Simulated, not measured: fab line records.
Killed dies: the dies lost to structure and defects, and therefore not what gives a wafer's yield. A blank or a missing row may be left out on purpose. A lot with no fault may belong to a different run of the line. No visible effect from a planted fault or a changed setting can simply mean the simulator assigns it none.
The tool behind it: which one? || flow berkeley cmos170 || 7 lots (21 wafers sampled), 1 step of a 331-step route

== WHAT THE GAUGES SHOWED, per wafer ==
UCB170_PWELL_THK_MEAS_03.
{"lot": "L956", "measured": "day 4 00:49", "on": "film metro-04", "PWELL_OXIDE_THK (nm)": "26.6 26.0 26.4"}
{"lot": "L962", "measured": "day 5 02:26", "on": "film metro-04", "PWELL_OXIDE_THK (nm)": "26.1 27.0 26.4"}
{"lot": "L964", "measured": "day 5 21:07", "on": "film metro-02", "PWELL_OXIDE_THK (nm)": "26.7 27.0 27.4"}
{"lot": "L968", "measured": "day 6 09:01", "on": "film metro-04", "PWELL_OXIDE_THK (nm)": "25.7 26.3 26.2"}
{"lot": "L970", "measured": "day 6 14:25", "on": "film metro-02", "PWELL_OXIDE_THK (nm)": "27.6 27.9 27.5"}
{"lot": "L972", "measured": "day 7 12:02", "on": "film metro-01", "PWELL_OXIDE_THK (nm)": "26.3 26.6 26.4"}
{"lot": "L974", "measured": "day 7 12:02", "on": "film metro-04", "PWELL_OXIDE_THK (nm)": "25.8 26.3 26.1"}

== WHAT TOOL EACH LOT RAN ON (gives the tool, then ch and the chambers of the sampled wafers, and finally the start) ==
The record holds no process step before these readings.

== THE ANSWER, worked out from the rows above alone ==
Rule: the lots themselves supply what counts as usual. The widest of any qualifying gaps counts: lots, ordered by their means at a reading, are off when they make up no more than a third of the lots, leave a main group of 4 or more, and stand apart from it by 3 or more times the standard deviation of that group's means. The tables above print the reading to a certain number of digits; a main group whose means all agree to those digits is not used. A lot without any number at a reading at which 4 lots or more have one is off too. The other lots that the step has rows for count as sound.
No lot is off at any reading shown: from this, nothing can be told.

== WHAT HAD BEEN PUT IN BY THE SIMULATOR ==
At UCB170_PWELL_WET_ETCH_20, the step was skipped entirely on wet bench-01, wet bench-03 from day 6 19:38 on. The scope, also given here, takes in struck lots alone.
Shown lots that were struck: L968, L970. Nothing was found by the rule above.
